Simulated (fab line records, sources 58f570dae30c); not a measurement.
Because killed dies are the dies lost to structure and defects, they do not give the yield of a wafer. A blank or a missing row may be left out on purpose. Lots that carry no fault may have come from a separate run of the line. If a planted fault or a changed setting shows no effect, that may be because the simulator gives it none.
Problem report in the 8D (eight disciplines) form, filled by code / flow berkeleyCmos170 / the parts of the form that need people (team, actions taken, sign-off) are left out

== 1. THE PROBLEM ==
biasW at UCB170_GATE_ETCH_14 reads a mean of 74.5 W on 6 wafers of 2 lots; wafers without a fault read 100.0 W with a standard deviation of 0.32. Measured from the usual mean, that is -80 standard deviations.
The step: etches BARC in N2/H2.
Earliest sighting: wafer L247.2 on rieDiel-03 at day 9 04:29. The record holds 42 wafers of 14 lots with a number at this step. By rule, "out" or "out of limits" means more than 4 standard deviations away from the usual mean. The rest of the wafers with a number are treated as sound.

== 2. WHAT IT IS; WHAT IT IS NOT ==
question=which readings at this step | is=biasW | is not=drypumpMotorCurrentA, rfFwdPowerW, throttleValvePct
question=which lots | is=L247, L251 | is not=L238, L239, L240, L241, L242, L243, L244, L246, L249, L256, L258, L260
question=which wafers of those lots | is=all that have a number | is not=-
question=read on which tools | is=rieDiel-03 | is not=rieDiel-01, rieDiel-02
question=when | is=from day 9 04:29 | is not=up to then (24 sound wafers); but 12 sound wafers of L249, L256, L258, L260 came after

== 3. SUSPECTS, AND WHAT RULES EACH OUT ==
Counting: a tool at a process step up to the reading stays a suspect if it ran every lot that is out and no sound lot after the first of them.
- rieDiel-03 at UCB170_GATE_ETCH_14 (etches BARC in N2/H2): kept. It processed each lot that is out, first L247 at day 9 04:29, and no sound lot thereafter; up to then, the last sound lot it processed was L239 at day 7 12:46. Out on those wafers are its own readings of biasW.
Left after counting: rieDiel-03 at UCB170_GATE_ETCH_14.

== 4. THE CAUSE (what the simulator had put in) ==
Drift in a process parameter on rieDiel-03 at UCB170_GATE_ETCH_14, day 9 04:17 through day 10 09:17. The setting biasW was moved by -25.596, starting from 100. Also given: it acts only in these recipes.
After counting, this tool was the only one left.

== 5. SEQUENCE OF EFFECTS, ordered by route ==
Each row: a reading where the mean over the struck wafers with a number is more than 3 standard deviations away from the usual. Readings are gone through only where the record gives a usual standard deviation; hours: the median, over the lots, of the time from a lot's start at the first step in this table giving one to that lot's start at this step; sigmas: the change measured in usual standard deviations.
hours=0; step=UCB170_GATE_ETCH_14; reading=biasW; usual=100.0 W; on struck wafers=74.5; change=-25.5; sigmas=-80
The process steps in it:
- UCB170_GATE_ETCH_14: etches BARC in N2/H2.
At these later measuring or inspecting steps, every struck wafer for which the step has a row has a number for every such reading, and none has moved that far: UCB170_V2_CD_MEAS_90, UCB170_M3_RS_MEAS_02.

== 6. WHAT WOULD HAVE CAUGHT IT SOONER ==
In this record no reading fell out of limits until day 9 04:29, 0 hours after the fault had begun at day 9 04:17.
